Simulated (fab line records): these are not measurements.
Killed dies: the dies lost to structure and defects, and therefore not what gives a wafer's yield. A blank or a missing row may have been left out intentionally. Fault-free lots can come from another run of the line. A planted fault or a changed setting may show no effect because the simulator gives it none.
Check of tool commonality ; flow rit_cmos ; 14 lots, 42 wafers sampled

REASON IT WAS OPENED
2 of 14 lots carry a flag on the reading NSD_TW at RIT_NSD_TW_MEAS_10. No-fault wafers: 3126, standard deviation 29.
Rule: a lot is flagged in two cases, either no wafer of it has a number, or all its wafers with numbers fall more than 4 standard deviations from that mean. All remaining lots are regarded as sound.

lot;measured;on;NSD_TW, wafer by wafer;flag
L766;day 3 04:01;film_metro-01;3104 3101 3113;
L767;day 3 08:25;film_metro-04;3110 3103 3116;
L768;day 3 13:46;film_metro-03;3165 3141 3144;
L769;day 3 20:04;film_metro-03;3154 3156 3155;
L770;day 4 03:28;film_metro-01;3093 3098 3105;
L771;day 4 05:53;film_metro-03;3165 3150 3164;
L772;day 4 11:50;film_metro-01;3104 3114 3122;
L773;day 4 15:38;film_metro-01;3107 3118 3120;
L774;day 4 17:40;film_metro-04;3106 3098 3111;
L783;day 7 01:49;film_metro-04;2693 2694 2689;FLAGGED
L782;day 7 03:53;film_metro-03;2736 2752 2754;FLAGGED
L785;day 7 19:35;film_metro-04;3109 3099 3118;
L787;day 8 07:40;film_metro-01;3102 3115 3108;
L789;day 8 13:23;film_metro-03;3158 3156 3186;
On average the flagged lots' numbers are 2720, which is -406 against the usual, or -14 standard deviations.

WHICH TOOL RAN EACH LOT
2 process steps preceding the reading are held in the record, out of 202 steps in the route. Each cell gives the tool, then ch followed by the chambers the sampled wafers passed through, then the start.
lot;flag;RIT_PRETRO_STRIP_09;RIT_NSD_IMPLANT_08
L766;;plasma_asher-02 ch 0,1, day 2 08:26;implanter-04 ch 0, day 3 03:41
L767;;plasma_asher-02 ch 0,1, day 2 14:22;implanter-03 ch 0, day 3 08:07
L768;;plasma_asher-01 ch 1, day 2 17:55;implanter-03 ch 0, day 3 13:27
L769;;plasma_asher-01 ch 0,1, day 3 01:47;implanter-04 ch 0, day 3 19:44
L770;;plasma_asher-02 ch 0,1, day 3 07:35;implanter-04 ch 0, day 4 03:08
L771;;plasma_asher-04 ch 0,1, day 3 10:50;implanter-02 ch 0, day 4 05:34
L772;;plasma_asher-04 ch 0,1, day 3 15:05;implanter-04 ch 0, day 4 11:31
L773;;plasma_asher-01 ch 0,1, day 3 21:00;implanter-03 ch 0, day 4 15:20
L774;;plasma_asher-01 ch 0,1, day 3 23:37;implanter-04 ch 0, day 4 17:20
L783;FLAGGED;plasma_asher-01 ch 0,1, day 6 04:26;implanter-02 ch 0, day 7 01:30
L782;FLAGGED;plasma_asher-04 ch 0,1, day 6 00:58;implanter-02 ch 0, day 7 03:34
L785;;plasma_asher-01 ch 0,1, day 6 18:16;implanter-04 ch 0, day 7 19:17
L787;;plasma_asher-04 ch 0,1, day 7 01:59;implanter-04 ch 0, day 8 07:21
L789;;plasma_asher-04 ch 0,1, day 7 12:02;implanter-04 ch 0, day 8 13:04
What these steps do:
- RIT_PRETRO_STRIP_09: strips in O2, time 180 s.
- RIT_NSD_IMPLANT_08
- RIT_NSD_TW_MEAS_10

FLAGGED AGAINST TOTAL, ONE TOOL AT A TIME (gauges that did the reading follow at the end)
step;tool;lots run;flagged;share of the flagged lots;sound lots run after its first flagged lot
RIT_PRETRO_STRIP_09;plasma_asher-01;6;1;some;1 (L785)
RIT_PRETRO_STRIP_09;plasma_asher-02;3;0;none;-
RIT_PRETRO_STRIP_09;plasma_asher-04;5;1;some;2 (L787,L789)
RIT_NSD_IMPLANT_08;implanter-02;3;2;all;0
RIT_NSD_IMPLANT_08;implanter-03;3;0;none;-
RIT_NSD_IMPLANT_08;implanter-04;8;0;none;-
RIT_NSD_TW_MEAS_10;film_metro-01;5;0;none;-
RIT_NSD_TW_MEAS_10;film_metro-03;5;1;some;1 (L789)
RIT_NSD_TW_MEAS_10;film_metro-04;4;1;some;1 (L785)

WHAT THE TABLE ALLOWS
In the table, 1 row covers all flagged lots: implanter-02 at RIT_NSD_IMPLANT_08.
- implanter-02 at RIT_NSD_IMPLANT_08: 2 of its 3 lots flagged. Its last sound lot is L771 (day 4 05:34), its first flagged lot L783 (day 7 01:30): a fault that began between those two fits. Its own readings (dose_ions_cm2, faraday_current_uA) fall more than 4 standard deviations out on all wafers of the flagged lots.
Just one tool remains: implanter-02 at RIT_NSD_IMPLANT_08.

WHAT WAS PUT IN BY THE SIMULATOR
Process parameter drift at RIT_NSD_IMPLANT_08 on implanter-02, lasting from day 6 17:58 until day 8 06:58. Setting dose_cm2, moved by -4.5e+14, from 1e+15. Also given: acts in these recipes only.
Shown lots that were struck: L783, L782. The same result came from the rule above.
